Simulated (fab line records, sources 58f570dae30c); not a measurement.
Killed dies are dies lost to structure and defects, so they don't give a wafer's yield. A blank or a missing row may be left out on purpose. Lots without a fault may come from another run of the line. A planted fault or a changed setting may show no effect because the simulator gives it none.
fab line records | flow berkeley_cmos170
record lots=6 wafers=18 last_day=12
route steps=331 shown V1@256 M2@271
lots that met no fault: from a run of the same line without faults
start_h: hours from the record's first day to the start of the lot's first wafer shown | wait_h: hours since the lot's step before | " the same as in the row above | L1.1+2: a row that stands for several wafers | - no value, or no start given | * or withheld: withheld | < > ~ a bound
route shown NAME@n: a module of which the file shows steps, and the number in the route of the first | usual: mean/standard deviation of fault-free wafers | same: alike in all rows | chamber/n: place in a boat | sites: the reading at each site | _std_site: their standard deviation | _edge_site: outer sites' mean less inner sites' | radius_mm: how far each site lies from the wafer's centre | mask NAME#n: copy n | behind: the tool/chamber that last shaped the wafer | hold: why the lot was held/for how many hours/how that ended | device: the transistor (n, p or np) that didn't switch | end of line: the same wafers' tests at the end of the route | a step without rows: its recipe alone | killed: dies lost to structure and defects at the first sort, not the wafer's yield | map: a wafer's dies, x killed, . not, _ none there
set.NAME: the setting as run; set.NAME@STEP: as run at that earlier step | model.NAME: the simulator's own value behind a step, which no gauge read
lots at some steps of the route; a table a step, a row a wafer
services: from which hour (start_h, from the record's first day; less than 0 if before it) a tool's chamber was out of use, for how many hours, and why
## steps
# step UCB170_V1_CMP_02
# recipe material=SiO2 down_force_psi=6 platen_rpm=60 pad_velocity_m_s=0.75398
# usual motor_current_A=15.3/2 slurry_flow_ml_min=150.1/0.5
# columns lot.wafer tool chamber start_h wait_h motor_current_A slurry_flow_ml_min
L404.4 cmp-02 3 192.81 0.0 14.1 150.0
L404.2 " 1 " " 16.5 149.9
L404.6 " 3 " " 14.2 150.0
L405.4 cmp-02 1 197.06 0.0 16.3 150.0
L405.5 " 1 " " 16.9 150.6
L405.6 " 2 " " 14.1 149.8
L412.4 cmp-01 1 236.46 0.0 13.5 149.7
L412.2 " 3 " " 15.6 149.9
L412.5 " 2 " " 13.8 151.4
L414.2 cmp-02 1 243.07 0.1 16.0 149.8
L414.1 " 2 " " 13.3 149.7
L414.6 " 3 " " 14.3 149.5
L417.2 cmp-01 1 261.62 0.1 12.6 150.4
L417.6 " 0 " " 20.1 149.9
L417.5 " 1 " " 13.7 150.2
L416.1 cmp-01 2 261.87 0.3 14.8 150.6
L416.4 " 3 " " 15.5 150.0
L416.2 " 1 " " 13.2 149.9
# step UCB170_V1_BOW_MEAS_03
# recipe mode=bow
# usual V1_BOW=19/6.1
# columns lot.wafer tool chamber start_h wait_h V1_BOW[um]
L404.2 film_metro-03 - 193.13 0.2 25
L404.4 " - " " 17
L404.6 " - " " 26
L405.4 film_metro-03 - 197.42 0.3 16
L405.5 " - " " 14
L405.6 " - " " 17
L412.2 film_metro-01 - 236.78 0.2 22
L412.4 " - " " 18
L412.5 " - " " 25
L414.1 film_metro-02 - 243.27 0.1 13
L414.2 " - " " 17
L414.6 " - " " 13
L417.2 film_metro-03 - 261.89 0.2 24
L417.5 " - " " 33
L417.6 " - " " 32
L416.1 film_metro-02 - 262.17 0.2 19
L416.2 " - " " 22
L416.4 " - " " 21
# step UCB170_V1_THK_MEAS_04
# recipe reads=SiO2_of_V1_CVD_00
# usual V1_POLISHED_THK=1000.5/1.2
# columns lot.wafer tool chamber start_h wait_h V1_POLISHED_THK[nm]
L404.2 film_metro-03 - 193.24 0.1 1001.3
L404.4 " - " " 999.4
L404.6 " - " " 1000.0
L405.4 film_metro-03 - 197.51 0.1 1001.8
L405.5 " - " " 1001.8
L405.6 " - " " 1000.8
L412.2 film_metro-01 - 236.89 0.1 999.7
L412.4 " - " " 1000.1
L412.5 " - " " 1000.7
L414.1 film_metro-02 - 243.39 0.1 999.9
L414.2 " - " " 1001.8
L414.6 " - " " 998.5
L417.2 film_metro-03 - 262.00 0.1 1000.5
L417.5 " - " " 1000.4
L417.6 " - " " 999.3
L416.1 film_metro-02 - 262.29 0.1 1000.1
L416.2 " - " " 1000.7
L416.4 " - " " 1001.2
# step UCB170_V1_CLEAN_05
# recipe chemistry=DIW
# step UCB170_V1_HMDS_06
# recipe prime_time_s=60 prime_temp_c=100
# step UCB170_V1_COAT_07
# recipe resist=KrF spin_rpm=1500 resist_thk_nm=900
# step UCB170_V1_SOFTBAKE_08
# recipe resist=KrF temp_c=130 time_s=60
# step UCB170_V1_EXPOSE_09
# recipe mask_id=VIA1 target_cd_nm=700 na=0.5 sigma_outer=0.6 source_shape=conventional dose_mj=37.25
# step UCB170_V1_PEB_10
# recipe peb_temp_c=130 peb_time_s=withheld resist=KrF
# step UCB170_V1_DEVELOP_11
# recipe developer=TMAH develop_time_s=45 resist=KrF dev_temp_c=21
# step UCB170_V1_CD_MEAS_12
# recipe target_cd_nm=700
# usual cd_nm=699.9/1.6
# columns lot.wafer tool chamber start_h wait_h cd_nm
L404.2 cd_sem-02 - 194.57 - 697.5
L404.4 " - " " 698.2
L404.6 " - " " 698.6
L405.4 cd_sem-01 - 198.77 - 701.3
L405.5 " - " " 699.7
L405.6 " - " " 701.2
L412.2 cd_sem-02 - 238.66 - 699.0
L412.4 " - " " 699.6
L412.5 " - " " 700.2
L414.1 cd_sem-01 - 246.69 - 697.2
L414.2 " - " " 696.5
L414.6 " - " " 698.4
L416.1 cd_sem-01 - 264.68 - 700.0
L416.2 " - " " 700.2
L416.4 " - " " 700.0
L417.2 cd_sem-01 - 264.98 - 702.2
L417.5 " - " " 701.0
L417.6 " - " " 701.7
# step UCB170_V1_OVL_MEAS_13
# usual V1_OVL=-2/6.1
# columns lot.wafer tool chamber start_h wait_h V1_OVL[nm]
L404.2 overlay-01 - 194.67 0.1 -7
L404.4 " - " " -1
L404.6 " - " " -9
L405.4 overlay-01 - 198.85 0.1 -4
L405.5 " - " " -3
L405.6 " - " " -3
L412.2 overlay-01 - 238.76 0.1 -14
L412.4 " - " " -8
L412.5 " - " " -15
L414.1 overlay-01 - 246.81 0.1 -9
L414.2 " - " " -2
L414.6 " - " " 2
L416.1 overlay-01 - 264.80 0.1 -1
L416.2 " - " " 1
L416.4 " - " " 2
L417.2 overlay-01 - 265.08 0.1 12
L417.5 " - " " 1
L417.6 " - " " 4
# step UCB170_V1_ETCH_14
# recipe chemistry=CHF3/CF4/Ar target=SiO2 stop_on=Al CHF3_flow_sccm=45 cf4_flow_sccm=15 Ar_flow_sccm=150 pressure_mtorr=200 rf_w=700 target_depth_a=12500 over_etch_frac=0.25 time_s=291
# usual drypump_motor_current_A=5.7/0.39 oes_product_au=0.869/0.014 throttle_valve_pct=6.96/0.097
# columns lot.wafer tool chamber start_h wait_h drypump_motor_current_A oes_product_au rf_hours_counter_h throttle_valve_pct model.V1.feature_depth_nm model.etch.depth_nm model.KrF_of_V1_COAT_07.thk_nm
L404.2 rie_diel-04 3 194.70 0.0 5.3 0.859 104 7.10 1001 1001 609.6
L404.4 " 2 " " 5.6 0.870 111 6.87 999.2 999.2 610.4
L404.6 " 1 " " 5.9 0.750 - 7.03 789.2 789.2 717.7
L405.4 rie_diel-04 3 198.87 0.0 5.3 0.869 104 7.12 1001 1001 617.7
L405.5 " 1 " " 5.9 0.739 - 7.03 775.9 775.9 721.1
L405.6 " 2 " " 5.7 0.862 - 6.89 1001 1001 614.7
L412.2 rie_diel-02 0 238.79 0.0 5.1 0.845 84 7.10 1000 1000 614.9
L412.4 " 3 " " 5.3 0.876 2 6.88 1001 1001 618.2
L412.5 " 0 " " 5.1 0.850 - 7.10 1000 1000 615.6
L414.1 rie_diel-02 0 246.85 0.0 5.1 0.846 84 7.11 1000 1000 613.1
L414.2 " 2 " " 6.0 0.866 22 6.90 1002 1001 605.3
L414.6 " 0 " " 5.1 0.846 - 7.09 999.1 999.1 609.6
L416.1 rie_diel-03 2 264.84 0.0 6.0 0.870 38 6.81 1000 999.7 603.3
L416.2 " 3 " " 5.7 0.882 41 6.82 1001 1001 612.8
L416.4 " 1 " " 5.0 0.871 79 7.01 1002 1002 620.3
L417.2 rie_diel-04 0 265.11 0.0 6.3 0.851 61 6.95 1001 1000 609.8
L417.5 " 1 " " 5.9 0.840 - 7.02 1001 1001 603.6
L417.6 " 0 " " 6.3 0.874 - 6.95 1000 999.9 609.7
# step UCB170_V1_STRIP_15
# recipe chemistry=O2 power_w=400 pressure_mtorr=3500 platen_temp_c=withheld o2_flow_sccm=400 overash_fraction=0.5
# usual drypump_motor_current_A=5.7/0.67 oes_product_au=0.722/0.0045 strip_time_to_endpoint_s=15.29/0.13
# columns lot.wafer tool chamber start_h wait_h drypump_motor_current_A oes_product_au rf_hours_counter_h strip_time_to_endpoint_s
L404.2 plasma_asher-04 1 194.88 0.1 4.9 0.725 45 15.31
L404.4 " 0 " " 6.2 0.719 - 15.31
L404.6 " 0 " " 6.2 0.713 - 17.82
L405.4 plasma_asher-02 1 199.08 0.1 4.8 0.723 - 15.51
L405.5 " 1 " " 4.7 0.728 - 17.89
L405.6 " 0 " " 5.4 0.723 - 15.42
L412.2 plasma_asher-04 0 238.97 0.1 6.2 0.724 50 15.41
L412.4 " 0 " " 6.2 0.717 - 15.49
L412.5 " 0 " " 6.2 0.722 - 15.45
L414.1 plasma_asher-04 1 247.03 0.1 4.9 0.715 51 15.40
L414.2 " 0 " " 6.2 0.726 51 15.20
L414.6 " 1 " " 4.9 0.724 - 15.31
L416.1 plasma_asher-02 0 265.02 0.1 5.4 0.726 57 15.13
L416.2 " 1 " " 4.8 0.725 57 15.36
L416.4 " 1 " " 4.7 0.717 - 15.53
L417.2 plasma_asher-04 0 265.29 0.1 6.2 0.719 53 15.30
L417.5 " 1 " " 4.9 0.721 - 15.18
L417.6 " 0 " " 6.2 0.726 - 15.30
# step UCB170_V1_CD_MEAS_90
# recipe target_cd_nm=700
# usual cd_nm=699.9/1.7
# columns lot.wafer tool chamber start_h wait_h cd_nm
L404.2 cd_sem-01 - 195.00 0.1 697.2
L404.4 " - " " 698.2
L404.6 " - " " 693.0
L405.4 cd_sem-01 - 199.20 0.1 700.4
L405.5 " - " " 694.3
L405.6 " - " " 701.3
L412.2 cd_sem-01 - 239.09 0.1 697.8
L412.4 " - " " 699.5
L412.5 " - " " 698.7
L414.1 cd_sem-01 - 247.13 0.1 696.0
L414.2 " - " " 697.0
L414.6 " - " " 697.7
L416.1 cd_sem-01 - 265.12 0.1 699.3
L416.2 " - " " 698.9
L416.4 " - " " 700.0
L417.2 cd_sem-02 - 265.41 0.1 702.1
L417.5 " - " " 700.9
L417.6 " - " " 701.6
# step UCB170_M2_PRE_CLEAN_00
# recipe gas=Ar preclean_etch_time_s=60
## services
# columns tool chamber start_h hours kind
rie_diel-02 3 170.53 3.1 repair
plasma_asher-04 - 171.55 7.5 repair
rie_diel-02 3 173.66 - clean
rie_diel-02 3 173.66 17.2 scheduled_down
rie_diel-02 3 173.66 17.2 vent_cycle
plasma_asher-04 - 174.15 1.8 repair
rie_diel-03 - 213.80 1.6 repair
rie_diel-02 - 216.74 2.8 pm
rie_diel-03 2 223.10 14.8 repair
cmp-02 - 231.93 1.3 repair
cmp-01 - 232.00 4.0 pm
rie_diel-02 3 233.47 3.3 repair
cmp-01 - 236.00 - consumable_replace:conditioner
cmp-01 - 236.00 - consumable_replace:pad
cmp-01 - 243.51 1.6 repair
rie_diel-03 - 247.00 0.2 repair
rie_diel-04 3 257.20 17.5 repair
## key
first_sign step=UCB170_V1_ETCH_14 reading=oes_product_au direction=down sigmas=8.7 usual=0.869 struck=0.744
effect step=UCB170_V1_STRIP_15 reading=strip_time_to_endpoint_s direction=up sigmas=20 usual=* struck=*
effect step=UCB170_V1_CD_MEAS_90 reading=cd_nm direction=down sigmas=3.7 usual=699.9 struck=693.7
model_effect step=UCB170_V1_ETCH_14 value=V1.feature_depth_nm without=1001 struck=782.5
met_at UCB170_V1_ETCH_14
struck_wafers L404.6,L405.5
later_rows_left_out L404.6,L405.5
sort_left_out L404.6,L405.5
fault kind=process_parameter_drift tool=rie_diel-04 chamber=1 onset_h=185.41 steps=UCB170_V1_ETCH_14 channel=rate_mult offset=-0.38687 shape=step end_h=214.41
# sort_left_out: the simulated sort isn't trusted on such a fault, so these wafers' sort isn't shown, and their yield isn't known
# later_rows_left_out: the simulator's readings of these wafers behind a module that went badly wrong aren't trusted and aren't shown, but for the sort
